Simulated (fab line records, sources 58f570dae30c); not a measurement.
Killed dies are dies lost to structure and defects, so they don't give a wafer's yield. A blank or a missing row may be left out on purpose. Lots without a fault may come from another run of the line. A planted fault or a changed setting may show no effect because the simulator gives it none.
Which tool did it? | flow berkeley_cmos170 | 7 lots, 21 wafers sampled, at 3 steps of a route of 331

WHAT THE GAUGES READ, wafer by wafer
UCB170_ACTIVE_THK_MEAS_06.
lot  | measured    | on            | ACTIVE_NITRIDE_THK (nm)
L983 | day 4 11:41 | film_metro-01 | 220.3 220.2 220.6
L987 | day 5 10:10 | film_metro-02 | 218.9 219.6 219.9
L989 | day 5 19:07 | film_metro-01 | 224.1 221.8 223.5
L992 | day 6 09:41 | film_metro-03 | 444.5 443.8 442.8
L996 | day 7 18:05 | film_metro-03 | 218.2 217.3 217.7
L999 | day 8 08:16 | film_metro-03 | 221.2 222.0 221.4
L102 | day 8 21:34 | film_metro-03 | 217.4 214.6 216.9

WHICH TOOL RAN EACH LOT (tool, then ch and the chambers of the sampled wafers, then the start)
lot  | UCB170_NWELL_STRIP_15               | UCB170_ACTIVE_CVD_05
L983 | plasma_asher-01 ch 0,1, day 2 16:55 | lpcvd-01 ch 1, day 4 09:46
L987 | plasma_asher-04 ch 0,1, day 3 15:23 | lpcvd-02 ch 1, day 5 08:14
L989 | plasma_asher-01 ch 0,1, day 4 06:31 | lpcvd-02 ch 0, day 5 17:11
L992 | plasma_asher-04 ch 0,1, day 4 17:02 | lpcvd-02 ch 1, day 6 04:43 and lpcvd-01 ch 1, day 6 07:45
L996 | plasma_asher-04 ch 0, day 5 15:10   | lpcvd-02 ch 0, day 7 16:07
L999 | plasma_asher-04 ch 0,1, day 6 09:58 | lpcvd-02 ch 0, day 8 05:23
L102 | plasma_asher-02 ch 0,1, day 6 23:12 | lpcvd-01 ch 1, day 8 19:39
- UCB170_NWELL_STRIP_15: strips in O2.
- UCB170_ACTIVE_CVD_05: deposits Si3N4 from SiH2Cl2/NH3, target thk 220 nm, time 3300 s.

THE ANSWER, worked out from the rows above alone
Rule: what is usual is taken from the lots themselves. Put in order of their means at a reading, lots are off if they are a third of the lots or fewer, leave a main group of 4 or more, and stand apart from it by a gap of 3 or more times the standard deviation of the main group's means; of several such gaps the widest counts. A main group whose means are all the same, to the digits that the tables above print for the reading, isn't used. A lot without any number at a reading at which 4 lots or more have one is off too. The other lots that the step has rows for count as sound.
Off: L992, at UCB170_ACTIVE_THK_MEAS_06 (ACTIVE_NITRIDE_THK). The main group: mean 219.8 nm, standard deviation 2.3.
A tool fits if, at a process step before that reading, it ran every lot that is off, and no sound lot after the first of them. The gauges at UCB170_ACTIVE_THK_MEAS_06 are tried like those tools. None of those tried fits.

WHAT THE SIMULATOR HAD PUT IN
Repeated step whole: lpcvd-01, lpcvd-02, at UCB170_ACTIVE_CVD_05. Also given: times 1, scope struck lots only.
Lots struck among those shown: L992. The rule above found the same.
